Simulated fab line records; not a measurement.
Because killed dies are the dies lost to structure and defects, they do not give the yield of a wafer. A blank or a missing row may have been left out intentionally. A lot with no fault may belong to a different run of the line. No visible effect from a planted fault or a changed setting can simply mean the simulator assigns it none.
Check for tools in common	flow berkeley cmos170	Sampled: 13 lots, 48 wafers

THE REASON FOR OPENING IT
UCB170_PWELL_THK_MEAS_06, reading PWELL_NITRIDE_THK: flagged on 3 of 13 lots. Fault-free wafers read 219.7 nm, with a standard deviation of 2.4.
Rule: a lot is flagged when every wafer of it that has a number lies more than 4 standard deviations from that mean, or none has a number. The other lots count as sound.

lot	measured	on	PWELL_NITRIDE_THK (nm), wafer by wafer	flag
L527	day 3 02:30	film metro-02	218.7 219.7 221.5	
L529	day 3 10:01	film metro-01	221.9 220.8 221.4	
L528	day 3 10:04	film metro-02	223.8 223.9 222.6	
L530	day 3 15:11	film metro-01	222.1 221.4 220.2	
L536	day 4 20:11	film metro-04	304.1 305.3 304.3 303.9 305.5 304.0	FLAGGED
L535	day 4 20:11	film metro-01	307.5 305.4 306.3 307.3 305.4 306.0	FLAGGED
L537	day 5 08:16	film metro-04	303.9 301.0 303.2 303.8 300.5 303.6	FLAGGED
L541	day 6 03:54	film metro-04	220.0 220.2 222.4	
L543	day 6 03:54	film metro-01	224.2 224.4 224.0	
L542	day 6 11:11	film metro-04	218.5 217.5 216.8	
L548	day 7 17:39	film metro-02	220.7 222.8 221.7	
L549	day 7 17:40	film metro-04	222.3 223.4 223.5	
L550	day 7 22:54	film metro-02	221.0 222.5 220.4	
On average the flagged lots' numbers are 304.5 nm, which is +84.8 nm against the usual, or +35 standard deviations.

LOT BY LOT: THE TOOL USED
The record keeps 1 process step preceding the reading, out of 331 steps on the route. Every cell lists first the tool, next ch and the chambers used by the sampled wafers, and last the start.
lot	flag	UCB170_PWELL_CVD_05
L527		lpcvd-02 ch 1, day 3 00:35
L529		lpcvd-01 ch 1, day 3 07:58
L528		lpcvd-01 ch 1, day 3 07:58
L530		lpcvd-01 ch 1, day 3 13:07
L536	FLAGGED	lpcvd-02 ch 0, day 4 17:18
L535	FLAGGED	lpcvd-02 ch 1, day 4 17:18
L537	FLAGGED	lpcvd-02 ch 0, day 5 05:23
L541		lpcvd-01 ch 1, day 6 01:59
L543		lpcvd-01 ch 0, day 6 01:59
L542		lpcvd-01 ch 1, day 6 09:16
L548		lpcvd-01 ch 1, day 7 15:43
L549		lpcvd-01 ch 1, day 7 15:43
L550		lpcvd-01 ch 0, day 7 20:58
What is done by these steps:
- UCB170_PWELL_CVD_05: deposits Si3N4 from SiH2Cl2/NH3, target thk 220 nm, time 3300 s.
- UCB170_PWELL_THK_MEAS_06

FLAGGED OVER TOTAL, TOOL BY TOOL (the gauges that took the reading come last)
step	tool	lots run	flagged	share of the flagged lots	sound lots run after its first flagged lot
UCB170_PWELL_CVD_05	lpcvd-01	9	0	none	-
UCB170_PWELL_CVD_05	lpcvd-02	4	3	all	0
UCB170_PWELL_THK_MEAS_06	film metro-01	4	1	some	1 (L543)
UCB170_PWELL_THK_MEAS_06	film metro-02	4	0	none	-
UCB170_PWELL_THK_MEAS_06	film metro-04	5	2	some	3 (L541,L542,L549)

WHAT THE TABLE PERMITS
Rows of the table that ran each flagged lot: 1, that is lpcvd-02 at UCB170_PWELL_CVD_05.
- lpcvd-02 at UCB170_PWELL_CVD_05 ran 4 lots, 3 of them flagged. A fault beginning between L527 (day 3 00:35), its last sound lot, and L535 (day 4 17:18), its first flagged one, fits the data. Its own readings (spike tc centre C, spike tc load C, spike tc source C, susceptor temp C) fall more than 4 standard deviations out on all wafers of the flagged lots.
What remains is a single tool, lpcvd-02 at UCB170_PWELL_CVD_05.

WHAT THE SIMULATOR HAD INSERTED
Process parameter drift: lpcvd-02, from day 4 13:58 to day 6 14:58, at UCB170_PWELL_CVD_05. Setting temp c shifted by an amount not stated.
Shown lots that were struck: L536, L535, L537. This agrees with what the rule above found.
